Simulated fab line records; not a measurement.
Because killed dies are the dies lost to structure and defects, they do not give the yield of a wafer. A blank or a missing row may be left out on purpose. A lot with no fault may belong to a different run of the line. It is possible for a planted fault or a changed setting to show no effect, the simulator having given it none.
Split-lot trial ; flow berkeley-cmos170 ; route with 331 steps; 5 lots, 14 wafers read

## THE SPLIT ITSELF
At UCB170_M1_METAL_ETCH_12 (etches Al in Cl2/BCl3, stops on PSG, target depth 780 nm, time 130 s), the setting time-s was moved away from the recipe's 130 s on 5 of the 14 wafers read, by -4.8% to +13.4%. For the rest of the wafers, this setting stayed at what the recipe calls for.

Reading taken at the split's own step.

## THE READING
KrF_of_M1_COAT_04.thk-nm (the simulator's own value, which no gauge read), in nm, at UCB170_M1_METAL_ETCH_12 (etches Al in Cl2/BCl3, stops on PSG, target depth 780 nm, time 130 s). The file gives no usual value for it. Across the 9 wafers here that went through the recipe, the average is 427.5 nm and the standard deviation 7.6 nm.

wafer;tool, chamber at the split;time-s as run, s;against the recipe;KrF_of_M1_COAT_04.thk-nm, nm;against lot-mates on the recipe
L075.1;rie-metal-02, 1;130;recipe;422.6;-
L075.4;rie-metal-02, 0;130;recipe;432;-
L075.5;rie-metal-02, 1;130;recipe;427.9;-
L074.1;rie-metal-02, 1;130;recipe;420.9;-
L074.2;rie-metal-02, 0;123.7;-4.8%;455.1;+34.2
L077.2;rie-metal-03, 1;147.4;+13.4%;384.6;-52.3
L077.4;rie-metal-03, 0;130;recipe;436.9;-
L080.1;rie-metal-01, 0;130;recipe;418.2;-
L080.2;rie-metal-01, 1;143.1;+10.1%;386;-42.2
L080.3;rie-metal-01, 0;143.1;+10.1%;369.5;-58.7
L080.4;rie-metal-01, 1;130;recipe;438.2;-
L080.5;rie-metal-01, 0;143.1;+10.1%;371.5;-56.7
L083.1;rie-metal-01, 0;130;recipe;417.1;-
L083.2;rie-metal-01, 1;130;recipe;433.9;-

FIT RESULTS
A straight line over all 14 wafers: KrF_of_M1_COAT_04.thk-nm changes by -4.51 nm for each +1% of time-s; r = -0.94; the points scatter about the line by 9.8 nm.
The same after taking each lot's own level away (the mean of its wafers on the recipe; 14 wafers): -4.92 nm for each +1%; r = -0.96; scatter 8.4 nm.
Per that fit: largest time-s move, reading shift of 66 nm.
Measured against the standard deviation above, the lots' own levels, which go from 420.90 to 436.90 nm, span 2.1 times it.
The two slopes agree, so the slope changes little with the lot-to-lot level.
Check: with one of the wafers moved furthest among these (+13.4%) left out of the fit, the line predicts -71.6 nm for it against its lot-mates. Against them it came out at -52.3 nm.
Tool readings at the split's step, against how far the setting was moved: oes-product-au r = -0.73.

## FILE'S OWN FIT
KrF_of_M1_COAT_04.thk-nm changes by -4.79 nm for each +1% of time-s, r = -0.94.
